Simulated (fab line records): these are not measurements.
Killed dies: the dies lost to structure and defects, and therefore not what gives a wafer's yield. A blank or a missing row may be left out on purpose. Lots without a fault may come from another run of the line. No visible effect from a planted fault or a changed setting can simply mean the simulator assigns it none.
fab line records    flow berkeley_cmos170
[record] lots = 13  wafers = 39  last_day = 11
route steps=331 shown SPACER@171 V2@295 M3@325
lots that met no fault: from a run of the same line without faults
start_h: start of the lot's first displayed wafer, in hours after the record's first day    wait_h: time in hours since the lot's previous step    " identical to the entry in the row above    L1.1+2: one row covering several wafers at once    - no value, or no start was given    * or withheld: withheld    < > ~ a bound
route shown NAME@n: a module of which the file shows steps, and the number in the route of the first    usual: average and standard deviation across the fault-free wafers    same: alike in all rows    chamber/n: place in a boat    sites: each site's reading    _std_site: standard deviation of those values    _edge_site: inner sites' mean taken away from outer sites' mean    radius_mm: for every site, how far away it sits from the centre of the wafer    mask NAME#n: copy n    behind: the tool/chamber that last shaped the wafer    hold: cause of the lot's hold/its duration in hours/its outcome    device: transistor that didn't switch, given as n, p or np    end of line: the tests these same wafers got at the end of their route    step lacking rows: just its recipe    killed: not the wafer's yield, but the dies lost to structure and defects at the first sort    map: a wafer's dies, marking killed ones x, the rest . and places with no die _
set.NAME: the setting the step ran with; set.NAME@STEP: the setting that earlier step ran with    model.NAME: the simulator's own value behind a step, which no gauge read
route steps across a sampled set of lots; one table per step, one row per wafer
services: a tool's chamber out of use, with start hour (start_h, from the record's first day; less than 0 if before it), hours out, and reason
[[steps]]
[step UCB170_SPACER_CVD_00]
[recipe] material = SiO2  target_thk_nm = 376  temp_c = 390  precursor = TEOS/O2  time_s = 47  rf_w = 550  pressure_mtorr = 9000
[usual] heater_power_w = 245/48
lot.wafer  tool      chamber  start_h  wait_h  heater_power_w
L407.2     pecvd-04  2        139.81   0.0     285
L407.3     "         1        "        "       187
L407.4     "         1        "        "       204
L408.1     pecvd-02  1        140.01   0.0     219
L408.3     "         0        "        "       266
L408.6     "         0        "        "       278
L409.1     pecvd-04  0        148.59   0.0     304
L409.2     "         2        "        "       224
L409.6     "         2        "        "       252
L413.2     pecvd-02  0        158.48   0.0     272
L413.3     "         1        "        "       210
L413.4     "         2        "        "       240
L412.1     pecvd-04  2        158.63   0.0     278
L412.5     "         2        "        "       195
L412.6     "         0        "        "       243
L416.1     pecvd-02  1        165.35   0.0     203
L416.5     "         0        "        "       256
L416.6     "         1        "        "       209
L418.1     pecvd-03  0        179.39   0.0     172
L418.4     "         2        "        "       352
L418.5     "         1        "        "       267
L423.1     pecvd-03  1        203.82   0.0     201
L423.5     "         2        "        "       336
L423.6     "         0        "        "       136
L425.4     pecvd-04  1        219.28   0.0     253
L425.5     "         2        "        "       275
L425.6     "         0        "        "       294
L427.3     pecvd-03  1        232.56   0.0     225
L427.4     "         0        "        "       177
L427.6     "         2        "        "       381
L428.2     pecvd-02  0        232.75   0.0     203
L428.4     "         2        "        "       241
L428.6     "         1        "        "       242
L429.4     pecvd-03  1        232.96   0.0     254
L429.5     "         2        "        "       333
L429.6     "         0        "        "       165
L430.1     pecvd-02  2        241.60   0.0     239
L430.3     "         0        "        "       248
L430.4     "         1        "        "       227
[step UCB170_SPACER_THK_MEAS_01]
[recipe] reads = SiO2_of_SPACER_CVD_00
[usual] SPACER_TEOS_THK = 375/4.8
lot.wafer  tool           chamber  start_h  wait_h  SPACER_TEOS_THK[nm]
L407.2     film_metro-03  -        139.86   0.0     369
L407.3     "              -        "        "       370
L407.4     "              -        "        "       374
L408.1     film_metro-02  -        140.07   0.0     370
L408.3     "              -        "        "       370
L408.6     "              -        "        "       371
L409.1     film_metro-01  -        148.64   0.0     375
L409.2     "              -        "        "       375
L409.6     "              -        "        "       377
L413.2     film_metro-02  -        158.53   0.0     381
L413.3     "              -        "        "       376
L413.4     "              -        "        "       380
L412.1     film_metro-01  -        158.67   0.0     375
L412.5     "              -        "        "       377
L412.6     "              -        "        "       377
L416.1     film_metro-03  -        165.39   0.0     371
L416.5     "              -        "        "       377
L416.6     "              -        "        "       374
L418.1     film_metro-03  -        179.43   0.0     378
L418.4     "              -        "        "       382
L418.5     "              -        "        "       385
L423.1     film_metro-02  -        203.86   0.0     373
L423.5     "              -        "        "       380
L423.6     "              -        "        "       380
L425.4     film_metro-02  -        219.33   0.0     389
L425.5     "              -        "        "       389
L425.6     "              -        "        "       390
L427.3     film_metro-03  -        232.62   0.0     369
L427.4     "              -        "        "       375
L427.6     "              -        "        "       368
L428.2     film_metro-02  -        232.80   0.0     364
L428.4     "              -        "        "       377
L428.6     "              -        "        "       375
L429.4     film_metro-02  -        233.02   0.0     374
L429.5     "              -        "        "       373
L429.6     "              -        "        "       378
L430.1     film_metro-03  -        241.64   0.0     374
L430.3     "              -        "        "       371
L430.4     "              -        "        "       378
[step UCB170_V2_BOW_MEAS_03]
[recipe] mode = bow
[usual] V2_BOW = 38/7.1
lot.wafer  tool           chamber  start_h  wait_h  V2_BOW[um]
L408.1     film_metro-01  -        173.70   0.1     29
L408.3     "              -        "        "       30
L408.6     "              -        "        "       38
L407.2     film_metro-03  -        174.28   0.3     22
L407.3     "              -        "        "       35
L407.4     "              -        "        "       33
L409.1     film_metro-04  -        178.85   0.1     34
L409.2     "              -        "        "       25
L409.6     "              -        "        "       35
L413.2     film_metro-04  -        186.20   0.2     61
L413.3     "              -        "        "       39
L413.4     "              -        "        "       42
L412.1     film_metro-03  -        187.69   0.1     37
L412.5     "              -        "        "       42
L412.6     "              -        "        "       38
L416.1     film_metro-04  -        196.80   0.2     32
L416.5     "              -        "        "       28
L416.6     "              -        "        "       34
L418.1     film_metro-03  -        210.02   0.3     38
L418.4     "              -        "        "       48
L418.5     "              -        "        "       39
L423.1     film_metro-01  -        233.43   0.1     34
L423.5     "              -        "        "       38
L423.6     "              -        "        "       44
L425.4     film_metro-01  -        251.89   0.2     42
L425.5     "              -        "        "       34
L425.6     "              -        "        "       33
L428.2     film_metro-04  -        260.46   0.2     41
L428.4     "              -        "        "       44
L428.6     "              -        "        "       41
L429.4     film_metro-04  -        261.66   0.3     37
L429.5     "              -        "        "       51
L429.6     "              -        "        "       37
L427.3     film_metro-03  -        261.76   0.2     50
L427.4     "              -        "        "       39
L427.6     "              -        "        "       40
L430.1     film_metro-01  -        269.97   0.2     37
L430.3     "              -        "        "       39
L430.4     "              -        "        "       42
[step UCB170_V2_ETCH_14]
[recipe] chemistry = CHF3/CF4/Ar  target = SiO2  stop_on = Al  CHF3_flow_sccm = 45  cf4_flow_sccm = 15  Ar_flow_sccm = 150  pressure_mtorr = 200  rf_w = 700  target_depth_a = 12500  over_etch_frac = 0.25  time_s = 291
[usual] drypump_motor_current_A = 5.9/0.49  oes_product_au = 0.872/0.014  throttle_valve_pct = 6.90/0.13
lot.wafer  tool         chamber  start_h  wait_h  drypump_motor_current_A  oes_product_au  rf_hours_counter_h  throttle_valve_pct
L408.1     rie_diel-03  2        176.00   0.0     6.4                      0.866           111                 6.85
L408.3     "            3        "        "       5.7                      0.893           42                  6.80
L408.6     "            2        "        "       6.4                      0.864           -                   6.85
L407.2     rie_diel-03  1        176.31   0.0     5.0                      0.885           14                  7.08
L407.3     "            0        "        "       6.6                      0.871           125                 6.71
L407.4     "            3        "        "       5.7                      0.894           42                  6.78
L409.1     rie_diel-03  3        182.41   0.0     5.7                      0.885           42                  6.79
L409.2     "            1        "        "       5.0                      0.889           15                  7.10
L409.6     "            1        "        "       5.0                      0.886           -                   7.09
L413.2     rie_diel-01  0        188.33   0.0     6.1                      0.860           51                  6.83
L413.3     "            3        "        "       5.4                      0.903           55                  6.87
L413.4     "            2        "        "       6.0                      0.860           112                 7.15
L412.1     rie_diel-01  2        189.70   0.0     6.0                      0.861           112                 7.17
L412.5     "            0        "        "       6.1                      0.873           -                   6.85
L412.6     "            1        "        "       5.6                      0.874           -                   7.03
L416.1     rie_diel-02  2        198.45   0.0     5.7                      0.855           19                  6.89
L416.5     "            0        "        "       6.2                      0.845           -                   6.90
L416.6     "            3        "        "       5.8                      0.865           -                   7.01
L418.1     rie_diel-02  2        212.25   0.0     5.7                      0.854           20                  6.89
L418.4     "            2        "        "       5.7                      0.862           -                   6.88
L418.5     "            1        "        "       5.8                      0.868           -                   6.72
L423.1     rie_diel-01  3        235.21   0.0     5.4                      0.900           57                  6.87
L423.5     "            1        "        "       5.6                      0.871           -                   7.02
L423.6     "            0        "        "       6.0                      0.869           -                   6.84
L425.4     rie_diel-02  0        253.35   0.0     6.2                      0.856           8                   6.89
L425.5     "            3        "        "       5.8                      0.872           -                   7.01
L425.6     "            2        "        "       5.7                      0.855           -                   6.88
L428.2     rie_diel-01  2        261.80   0.0     6.0                      0.858           115                 7.16
L428.4     "            0        "        "       6.1                      0.873           54                  6.83
L428.6     "            3        "        "       5.4                      0.900           -                   6.87
L429.4     rie_diel-01  0        264.31   0.0     6.1                      0.872           55                  6.84
L429.5     "            0        "        "       6.1                      0.859           -                   6.85
L429.6     "            3        "        "       5.4                      0.900           -                   6.90
L427.3     rie_diel-03  3        264.59   0.0     5.8                      0.887           46                  6.79
L427.4     "            2        "        "       6.4                      0.864           116                 6.85
L427.6     "            3        "        "       5.8                      0.892           -                   6.78
L430.1     rie_diel-03  2        272.00   0.0     6.4                      0.862           116                 6.87
L430.3     "            1        "        "       5.0                      0.886           20                  7.08
L430.4     "            3        "        "       5.7                      0.893           47                  6.79
[step UCB170_M3_OVL_MEAS_16]
[usual] M3_OVL = 1/4.9
lot.wafer  tool        chamber  start_h  wait_h  M3_OVL[nm]
L408.1     overlay-01  -        180.47   0.1     4
L408.3     "           -        "        "       3
L408.6     "           -        "        "       -5
L407.2     overlay-01  -        181.03   0.1     1
L407.3     "           -        "        "       3
L407.4     "           -        "        "       -4
L409.1     overlay-01  -        186.31   0.1     5
L409.2     "           -        "        "       8
L409.6     "           -        "        "       9
L413.2     overlay-02  -        191.53   0.1     10
L413.3     "           -        "        "       5
L413.4     "           -        "        "       2
L412.1     overlay-01  -        193.24   0.1     -1
L412.5     "           -        "        "       0
L412.6     "           -        "        "       -2
L416.1     overlay-02  -        201.01   0.1     7
L416.5     "           -        "        "       1
L416.6     "           -        "        "       0
L418.1     overlay-01  -        215.56   0.1     10
L418.4     "           -        "        "       7
L418.5     "           -        "        "       5
L423.1     overlay-02  -        238.93   0.1     -10
L423.5     "           -        "        "       -4
L423.6     "           -        "        "       -6
L425.4     overlay-02  -        255.93   0.1     2
L425.5     "           -        "        "       2
L425.6     "           -        "        "       -1
L428.2     overlay-02  -        267.40   0.1     2
L428.4     "           -        "        "       2
L428.6     "           -        "        "       -1
L429.4     overlay-01  -        269.59   0.1     -4
L429.5     "           -        "        "       -9
L429.6     "           -        "        "       5
L427.3     overlay-01  -        269.83   0.1     -2
L427.4     "           -        "        "       -1
L427.6     "           -        "        "       4
L430.1     overlay-01  -        274.84   0.1     -1
L430.3     "           -        "        "       -1
L430.4     "           -        "        "       -4
[[services]]
tool         chamber  start_h  hours  kind
pecvd-04     -        119.38   0.8    repair
rie_diel-02  3        122.13   5.5    repair
pecvd-02     2        132.02   13.6   repair
pecvd-03     0        133.38   4.4    repair
rie_diel-01  -        147.94   4.0    pm
pecvd-04     0        151.83   5.0    repair
rie_diel-01  2        160.63   11.7   repair
pecvd-02     1        175.72   2.5    repair
rie_diel-02  3        209.80   4.0    repair
rie_diel-02  -        209.83   1.9    repair
rie_diel-01  3        226.36   2.0    repair
pecvd-04     -        234.66   1.1    repair
pecvd-04     1        241.15   8.3    repair
pecvd-02     -        242.50   14.0   pm
pecvd-02     0        242.50   14.0   vent_cycle
pecvd-02     1        242.50   14.0   vent_cycle
pecvd-02     2        242.50   14.0   vent_cycle
pecvd-02     0        256.50   -      clean
pecvd-02     1        256.50   -      clean
pecvd-02     2        256.50   -      clean
rie_diel-03  -        262.57   0.1    repair
pecvd-04     -        271.82   1.4    repair
[[key]]
[first_sign] step = UCB170_SPACER_THK_MEAS_01  reading = SPACER_TEOS_THK  direction = up  sigmas = 2.9  usual = 375  struck = 389
effect none on later readings
met_at UCB170_SPACER_CVD_00
struck_lots L425
tester_left_out L425
not_acting_at UCB170_V2_BOW_MEAS_03,UCB170_V2_ETCH_14,UCB170_M3_OVL_MEAS_16
onset_between 158.63 219.28
[fault] kind = process_parameter_drift  tool = pecvd-04  chamber = -  onset_h = 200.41  steps = UCB170_SPACER_CVD_00  channel = target_thk_nm  offset = 10.509  shape = step  end_h = 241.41  acts_in = these_recipes_only  stated = 376
// tester_left_out: of these lots the tester's yield and bins aren't shown, on N5 and GAA mostly nor the transistor test; their killed dies are dies lost to structure and defects alone, not to doping, threshold or leakage, so they don't give the yield
